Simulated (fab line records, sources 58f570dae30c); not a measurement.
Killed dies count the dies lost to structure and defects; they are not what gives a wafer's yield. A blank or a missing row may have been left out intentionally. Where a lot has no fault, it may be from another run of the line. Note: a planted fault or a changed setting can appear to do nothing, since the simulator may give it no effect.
One fault seen from 2 desks || flow berkeley-cmos170 || only its own numbers are on each desk; what lay behind them is given at the end

## AT THE TOOL OWNER'S DESK: pecvd-03
The tool's own readings at UCB170_SPACER_CVD_00 (deposits SiO2 from TEOS/O2, target thk 376 nm, time 47 s): means of the sampled wafers that have a number, for each lot that ran on this tool. If a lot's mean is further than 4 standard deviations from the usual mean, the lot is out of limits and carries the mark OUT (the distance appears in the brackets).
Columns: A = heater-power-w at UCB170_SPACER_CVD_00, usual 266 W; B = susceptor-temp-C at UCB170_SPACER_CVD_00, usual 390.01 C
{"lot": "L582", "first seen here": "day 6 12:11", "A": 271, "B": 390.15}
{"lot": "L584", "first seen here": "day 6 17:01", "A": 233, "B": 390.01}
{"lot": "L592", "first seen here": "day 9 09:26", "A": 299, "B": 390.15}
{"lot": "L595", "first seen here": "day 9 23:10", "A": 243, "B": 389.76}
This desk found nothing out of limits on any of the 4 lots.

## FROM THE METROLOGY DESK
What the gauges read for every lot (on any tool): the sampled wafers with a number, averaged. If a lot's mean is further than 4 standard deviations from the usual mean, the lot is out of limits and carries the mark OUT (the distance appears in the brackets).
Columns: A = cd-nm at UCB170_CONTACT_CD_MEAS_90, usual 699.8 nm; B = V1_OVL at UCB170_V1_OVL_MEAS_13, usual -1 nm; C = M3_AL_THK at UCB170_M3_THK_MEAS_03, usual 903 nm
{"lot": "L580", "first seen here": "day 6 16:59", "A": 700.5, "B": -1, "C": 895}
{"lot": "L582", "first seen here": "day 7 02:41", "A": 700.7, "B": 4, "C": 888}
{"lot": "L581", "first seen here": "day 7 03:13", "A": 699.0, "B": -7, "C": 904}
{"lot": "L584", "first seen here": "day 7 06:44", "A": 698.1, "B": -1, "C": 899}
{"lot": "L585", "first seen here": "day 7 07:18", "A": 701.9, "B": -6, "C": 909}
{"lot": "L583", "first seen here": "day 7 08:34", "A": 698.6, "B": -2, "C": 908}
{"lot": "L592", "first seen here": "day 10 00:46", "A": 699.1, "B": -4, "C": 890}
{"lot": "L595", "first seen here": "day 10 17:44", "A": 699.1, "B": -2, "C": 895}
{"lot": "L598", "first seen here": "day 11 00:08", "A": 699.8, "B": -3, "C": 899}
{"lot": "L600", "first seen here": "day 11 18:01", "A": 700.7, "B": -8, "C": 926}
{"lot": "L601", "first seen here": "day 11 18:30", "A": 699.3, "B": -13, "C": 916}
{"lot": "L602", "first seen here": "day 11 18:47", "A": 700.2, "B": 2, "C": 890}
{"lot": "L603", "first seen here": "day 12 22:04", "A": 700.3, "B": 3, "C": 889}
This desk found nothing out of limits on any of the 13 lots.

## BROUGHT TOGETHER
The tool owner's desk saw nothing out of limits.
From the metrology desk's view, nothing was out of limits.

## WHAT HAD BEEN PUT IN BY THE SIMULATOR
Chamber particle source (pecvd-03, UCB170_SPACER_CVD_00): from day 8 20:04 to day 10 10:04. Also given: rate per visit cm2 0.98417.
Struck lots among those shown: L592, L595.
